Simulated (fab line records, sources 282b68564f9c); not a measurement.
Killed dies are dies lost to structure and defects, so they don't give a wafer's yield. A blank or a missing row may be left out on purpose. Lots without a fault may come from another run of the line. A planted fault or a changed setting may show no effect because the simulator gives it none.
Problem report in the 8D (eight disciplines) form, filled by code | flow rit_cmos | the parts of the form that need people (team, actions taken, sign-off) are left out

1. THE PROBLEM
PRETRO_TW at RIT_PRETRO_TW_MEAS_10 reads a mean of 30 on 9 wafers of 3 lots; wafers without a fault read 477 with a standard deviation of 3.9. That is -99 or more standard deviations from the usual mean.
First seen on wafer L386.3, day 4 12:04, on film_metro-01. The record holds 45 wafers of 15 lots with a number at this step. Rule for "out", or "out of limits": more than 4 standard deviations from the usual mean. The other wafers with a number count as sound.

2. WHAT IT IS AND WHAT IT IS NOT
question                    | is                           | is not
which readings at this step | PRETRO_TW                    | -
which lots                  | L386, L387, L388             | L377, L378, L379, L380, L389, L390, L394, L395, L396, L397, L398, L399
which wafers of those lots  | all that have a number       | -
read on which gauges        | film_metro-01, film_metro-02 | film_metro-03
when                        | from day 4 12:04             | up to then (12 sound wafers); but 24 sound wafers of L389, L390, L394, L395, L396, L397, L398, L399 came after

3. SUSPECTS, AND WHAT RULES EACH OUT
Counting: a tool at a process step up to the reading stays a suspect if it ran every lot that is out and no sound lot after the first of them.
- the gauge at RIT_PRETRO_TW_MEAS_10: ruled out. The wafers that are out were read on 2 gauges (film_metro-01, film_metro-02).
- plasma_asher-01 at RIT_NRETRO_STRIP_09 (strips in O2, time 180 s): ruled out as a lasting fault. Sound lots L390, L395, L396, L397, L399 ran on it after its first lot that is out, L386 (day 4 10:22).
Left after counting: nothing in the record.

4. THE CAUSE (what the simulator had put in)
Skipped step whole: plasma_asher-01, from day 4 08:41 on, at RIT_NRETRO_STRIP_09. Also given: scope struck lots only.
Counting ruled it out, wrongly: the rule takes a fault to strike every lot that its tool runs from its start on, and this one did not.

5. THE CHAIN OF EFFECTS, in route order
Each row: a reading whose mean over the struck wafers that have a number lies more than 3 standard deviations from the usual. Only readings for which the record gives a usual standard deviation are gone through. hours: the time from each lot's start at the first step in this table that gives one to its start at this step, as a median over the lots. sigmas: the change in usual standard deviations.
hours | step                  | reading   | usual | on struck wafers | change | sigmas
0     | RIT_PRETRO_TW_MEAS_10 | PRETRO_TW | 477   | 30               | -447   | -99 or more
Readings that are blank on the struck wafers while sound wafers have them: chamber_pressure_mTorr at RIT_NRETRO_STRIP_09; drypump_motor_current_A at RIT_NRETRO_STRIP_09.

6. WHAT WOULD HAVE CAUGHT IT SOONER
In this record the first reading out of limits at a measuring or inspecting step was taken at day 4 12:04, 3 hours after the fault began at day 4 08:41.
At RIT_NRETRO_STRIP_09 the tool's readings are blank on the struck wafers, where sound wafers have them: an empty tool record is the first sign, and it was there at once.
